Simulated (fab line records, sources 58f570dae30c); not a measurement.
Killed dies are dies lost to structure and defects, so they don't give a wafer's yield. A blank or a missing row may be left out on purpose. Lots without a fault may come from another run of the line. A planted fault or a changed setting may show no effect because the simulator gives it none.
One fault seen from 2 desks | flow berkeley_cmos170 | each desk has only its own numbers; what lay behind them comes last

THE TOOL OWNER'S DESK: furnace-01
The tool's own readings at UCB170_GATE_OXIDATION_01 (target thk 6.6 nm, ox time 1800 s): means of the sampled wafers that have a number, for each lot that ran on this tool. A lot is out of limits, marked OUT, if its mean lies more than 4 standard deviations from the usual mean; the brackets give that distance.
Columns: A = spike_tc_centre_C at UCB170_GATE_OXIDATION_01, usual 852.3 C; B = spike_tc_load_C at UCB170_GATE_OXIDATION_01, usual 874.8 C; C = tube_center_temp_C at UCB170_GATE_OXIDATION_01, usual 849.99 C; D = tube_center_temp_C_max at UCB170_GATE_OXIDATION_01, usual 852.2; E = zone_power_source_pct at UCB170_GATE_OXIDATION_01, usual 24.4 %
lot  | first seen here | A               | B               | C                        | D               | E
L896 | day 7 00:08     | 852.5           | 875.4           | 850.05                   | 852.0           | 21.2
L897 | day 7 00:08     | 852.3           | 874.3           | 849.99                   | 852.3           | 21.2
L900 | day 7 15:19     | 868.3 (+15) OUT | 890.9 (+13) OUT | 865.93 (+99 or more) OUT | 867.9 (+44) OUT | 22.2
L901 | day 7 15:19     | 869.3 (+15) OUT | 890.2 (+13) OUT | 865.96 (+99 or more) OUT | 867.9 (+44) OUT | 22.1
This desk's finding: out of limits on L900, L901; first on L900, day 7 15:19 (spike_tc_centre_C at UCB170_GATE_OXIDATION_01). In limits: L896, L897.

THE METROLOGY DESK
What the gauges read, lot by lot, whatever tool the lot ran on: means of the sampled wafers that have a number. A lot is out of limits, marked OUT, if its mean lies more than 4 standard deviations from the usual mean; the brackets give that distance.
Columns: A = NWELL_OXIDE_THK at UCB170_NWELL_THK_MEAS_02, usual 26.3 nm; B = NWELL_OVL at UCB170_NWELL_OVL_MEAS_12, usual 3 nm; C = GATE_OXIDE_THK at UCB170_GATE_THK_MEAS_02, usual 6.53 nm; D = PSD_RS at UCB170_SDANNEAL_RS_MEAS_02, usual 75.6 ohm/sq
lot  | first seen here | A    | B  | C              | D
L893 | day 2 00:13     | 26.3 | 12 | 6.40           | 75.5
L896 | day 2 21:22     | 26.2 | 3  | 6.59           | 75.9
L897 | day 2 21:23     | 26.5 | 3  | 6.69           | 74.9
L898 | day 3 07:44     | 26.7 | 2  | 6.61           | 75.6
L900 | day 3 18:56     | 26.7 | 4  | 8.15 (+12) OUT | 74.9
L901 | day 3 23:45     | 26.4 | 2  | 8.02 (+11) OUT | 75.6
L906 | day 4 20:29     | 25.6 | 1  | 6.49           | 75.8
L908 | day 5 10:54     | 26.6 | 9  | 6.51           | 76.5
L909 | day 5 14:49     | 26.0 | -2 | 6.36           | 75.7
L910 | day 5 18:47     | 27.4 | 6  | 6.58           | 75.3
L911 | day 6 00:23     | 26.5 | -1 | 6.45           | 75.9
L912 | day 6 05:26     | 25.6 | -4 | 6.60           | 75.3
L913 | day 6 09:42     | 26.2 | 6  | 6.43           | 75.3
L915 | day 6 18:36     | 27.0 | 5  | 6.73           | 76.2
This desk's finding: out of limits on L900, L901; first on L901, day 7 16:49 (GATE_OXIDE_THK at UCB170_GATE_THK_MEAS_02). In limits: L893, L896, L897, L898, L906, L908, L909, L910, L911, L912, L913, L915.

PUT TOGETHER
The tool owner's desk could have raised an alarm at day 7 15:19, on L900, L901.
The metrology desk could have raised an alarm at day 7 16:49, on L900, L901.
Of the lots named, all ran UCB170_GATE_OXIDATION_01 on furnace-01.

WHAT THE SIMULATOR HAD PUT IN
Process parameter drift: furnace-01, from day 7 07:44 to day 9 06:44, at UCB170_GATE_OXIDATION_01. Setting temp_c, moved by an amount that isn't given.
Lots struck among those shown: L900, L901.
Hours from the fault's start to each desk's first reading out of limits: the tool owner's desk, 8; the metrology desk, 9.
